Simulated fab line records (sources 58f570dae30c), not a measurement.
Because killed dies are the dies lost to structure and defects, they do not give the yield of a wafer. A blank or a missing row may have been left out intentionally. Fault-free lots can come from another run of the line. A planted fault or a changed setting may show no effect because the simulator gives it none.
Commonality check across tools | flow berkeleyCmos170 | 14 lots and 42 wafers in the sample

## WHY THIS WAS OPENED
Of 14 lots, 2 have the reading NLDD_TW flagged at UCB170_NLDD_TW_MEAS_11. No-fault wafers: 2221, standard deviation 16.
Rule: flag the lot when none of its wafers has a number, or when each of its wafers that has one lies beyond 4 standard deviations from that mean. As for the other lots, they are considered sound.

lot  | measured     | on           | NLDD_TW, wafer by wafer | flag
L877 | day 8 06:02  | filmMetro-01 | 2205 2214 2213          | 
L876 | day 8 06:35  | filmMetro-04 | 2243 2249 2239          | 
L880 | day 9 18:05  | filmMetro-04 | 2217 2215 2205          | 
L881 | day 9 18:49  | filmMetro-04 | 2198 2213 2202          | 
L884 | day 9 19:18  | filmMetro-01 | 2198 2192 2200          | 
L882 | day 9 19:22  | filmMetro-04 | 2208 2214 2210          | 
L885 | day 10 06:33 | filmMetro-03 | 2222 2212 2219          | 
L886 | day 10 06:39 | filmMetro-01 | 2216 2219 2213          | 
L889 | day 10 21:40 | filmMetro-04 | 2232 2237 2246          | 
L887 | day 10 22:19 | filmMetro-03 | 2334 2321 2318          | FLAGGED
L895 | day 12 04:37 | filmMetro-04 | 2227 2230 2229          | 
L894 | day 12 04:41 | filmMetro-03 | 2325 2310 2319          | FLAGGED
L896 | day 12 04:58 | filmMetro-04 | 2223 2239 2244          | 
L898 | day 12 19:28 | filmMetro-04 | 2217 2234 2228          | 
Average over the flagged lots: 2321; offset from the usual +100, equal to +6 standard deviations.

## LOT BY LOT: THE TOOL USED
The record keeps 1 process step preceding the reading, out of 331 steps on the route. Every cell lists first the tool, next ch and the chambers used by the sampled wafers, and last the start.
lot  | flag    | UCB170_NLDD_IMPLANT_08
L877 |         | implanter-03 ch 0, day 8 05:39
L876 |         | implanter-03 ch 0, day 8 06:11
L880 |         | implanter-02 ch 0, day 9 17:41
L881 |         | implanter-04 ch 0, day 9 18:26
L884 |         | implanter-03 ch 0, day 9 18:52
L882 |         | implanter-04 ch 0, day 9 18:59
L885 |         | implanter-04 ch 0, day 10 06:09
L886 |         | implanter-03 ch 0, day 10 06:16
L889 |         | implanter-04 ch 0, day 10 21:18
L887 | FLAGGED | implanter-03 ch 0, day 10 21:56
L895 |         | implanter-04 ch 0, day 12 04:13
L894 | FLAGGED | implanter-03 ch 0, day 12 04:17
L896 |         | implanter-04 ch 0, day 12 04:34
L898 |         | implanter-04 ch 0, day 12 19:04
What these steps do:
- UCB170_NLDD_IMPLANT_08
- UCB170_NLDD_TW_MEAS_11

## FLAGGED AGAINST TOTAL, ONE TOOL AT A TIME (gauges that did the reading follow at the end)
step                   | tool         | lots run | flagged | share of the flagged lots | sound lots run after its first flagged lot
UCB170_NLDD_IMPLANT_08 | implanter-02 | 1        | 0       | none                      | -
UCB170_NLDD_IMPLANT_08 | implanter-03 | 6        | 2       | all                       | 0
UCB170_NLDD_IMPLANT_08 | implanter-04 | 7        | 0       | none                      | -
UCB170_NLDD_TW_MEAS_11 | filmMetro-01 | 3        | 0       | none                      | -
UCB170_NLDD_TW_MEAS_11 | filmMetro-03 | 3        | 2       | all                       | 0
UCB170_NLDD_TW_MEAS_11 | filmMetro-04 | 8        | 0       | none                      | -

## WHAT IS ALLOWED BY THE TABLE
2 rows of the table ran every flagged lot: implanter-03 at UCB170_NLDD_IMPLANT_08, filmMetro-03 at UCB170_NLDD_TW_MEAS_11.
- implanter-03 at UCB170_NLDD_IMPLANT_08: 2 of its 6 lots flagged. Last sound lot L886 at day 10 06:16, first flagged lot L887 at day 10 21:56; a fault beginning in between fits. Its own readings lie more than 4 standard deviations out on every wafer of the flagged lots: beamEnergyKeV.
- filmMetro-03 at UCB170_NLDD_TW_MEAS_11: 2 of its 3 lots flagged. Last sound lot L885 at day 10 06:33, first flagged lot L887 at day 10 22:19; a fault beginning in between fits.
These 2 tools cannot be told apart by counting lots, since each of them fits a fault that started at some hour. More lots, or a look at what each step does to the wafer, might.

## WHAT THE SIMULATOR PUT IN
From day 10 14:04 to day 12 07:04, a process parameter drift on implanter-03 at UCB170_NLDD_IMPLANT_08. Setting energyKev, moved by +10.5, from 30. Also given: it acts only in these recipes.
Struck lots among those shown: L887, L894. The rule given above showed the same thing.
